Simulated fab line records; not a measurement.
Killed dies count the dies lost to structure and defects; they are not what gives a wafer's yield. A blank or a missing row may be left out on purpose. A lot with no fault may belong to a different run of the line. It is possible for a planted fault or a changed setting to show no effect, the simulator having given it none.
Split-lot experiment | flow ritCmos | on a route of 202 steps: 5 lots, 23 wafers read

== THE SPLIT ==
At RIT_NRETRO_IMPLANT_08, the setting energyKev was moved away from the recipe's 70 on 6 of the 23 wafers read, by -4.1% to +1.6%. This setting was run at the recipe's value on the other wafers.

The reading is taken at the split's own step.

== THE READING ==
In nm, at RIT_NRETRO_IMPLANT_08: implant.drpNm, which is the simulator's own figure and was read by no gauge. The file gives no usual value for it.

wafer  | tool, chamber at the split | energyKev as run | against the recipe | implant.drpNm, nm | against lot-mates on the recipe
L076.1 | implanter-01, 0            | 71.15            | +1.6%              | 34.41             | +0.47
L076.2 | implanter-01, 0            | 71.15            | +1.6%              | 34.41             | +0.47
L076.3 | implanter-01, 0            | 71.15            | +1.6%              | 34.41             | +0.47
L076.5 | implanter-01, 0            | 70               | recipe             | 33.94             | -
L076.6 | implanter-01, 0            | 70               | recipe             | 33.94             | -
L078.1 | implanter-03, 0            | 70               | recipe             | 33.94             | -
L078.2 | implanter-03, 0            | 70               | recipe             | 33.94             | -
L078.3 | implanter-03, 0            | 70               | recipe             | 33.94             | -
L078.5 | implanter-03, 0            | 70               | recipe             | 33.94             | -
L078.6 | implanter-03, 0            | 70               | recipe             | 33.94             | -
L079.1 | implanter-01, 0            | 70               | recipe             | 33.94             | -
L079.3 | implanter-01, 0            | 70               | recipe             | 33.94             | -
L079.4 | implanter-01, 0            | 70               | recipe             | 33.94             | -
L079.5 | implanter-01, 0            | 70               | recipe             | 33.94             | -
L079.6 | implanter-01, 0            | 70               | recipe             | 33.94             | -
L084.2 | implanter-01, 0            | 70               | recipe             | 33.94             | -
L084.4 | implanter-01, 0            | 70               | recipe             | 33.94             | -
L084.5 | implanter-01, 0            | 70               | recipe             | 33.94             | -
L085.1 | implanter-03, 0            | 70               | recipe             | 33.94             | -
L085.4 | implanter-03, 0            | 70               | recipe             | 33.94             | -
L085.2 | implanter-03, 0            | 67.14            | -4.1%              | 32.75             | -1.19
L085.3 | implanter-03, 0            | 67.14            | -4.1%              | 32.75             | -1.19
L085.5 | implanter-03, 0            | 67.14            | -4.1%              | 32.75             | -1.19

THE FIT
A straight line over all 23 wafers: implant.drpNm changes by +0.29 nm for each +1% of energyKev; r = +1.00; the points scatter about the line by 0.0026 nm.
The same after taking each lot's own level away (the mean of its wafers on the recipe; 23 wafers): +0.29 nm for each +1%; r = +1.00; scatter 0.0026 nm.
That fit puts the effect of the largest move of energyKev on the reading at 1.2 nm.
The lots' own levels span 33.940 to 33.940 nm.
So the lot-to-lot level changes the slope little: the two slopes agree.
Check: for one of the wafers moved furthest among these (-4.1%), held out of the fit, the line's prediction against its lot-mates is -1.19 nm. It came out at -1.19 nm against them.

== FURTHER SPLITS ON THESE WAFERS ==
Before the reading, these wafers also passed through other splits. Each is held against what the fit with the lots' levels taken away leaves over:
other split on the same wafers | wafers away from the commonest value | r with implant.drpNm (lot level and that fit taken away)
RIT_ACTIVE_OXIDATION_01 tempC  | 18                                   | -0.44
RIT_FOX2_OXIDATION_00 tempC    | 15                                   | +0.04
RIT_NRETRO_SOFTBAKE_02 tempC   | 9                                    | +0.50

== THE WHOLE CHAIN: every reading that the file lists as answering this split, in the file's order ==
step                  | what it does | reading                                                        | change (the file's fit)               | r (the file's)
RIT_NRETRO_IMPLANT_08 |              | implant.rpNm (the simulator's own value, which no gauge read)  | +0.876 nm for each +1% of the setting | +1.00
RIT_NRETRO_IMPLANT_08 |              | implant.drpNm (the simulator's own value, which no gauge read) | +0.289 nm for each +1% of the setting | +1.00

== THE FILE'S OWN FIT ==
implant.drpNm changes by +0.289 nm for each +1% of energyKev, r = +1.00.
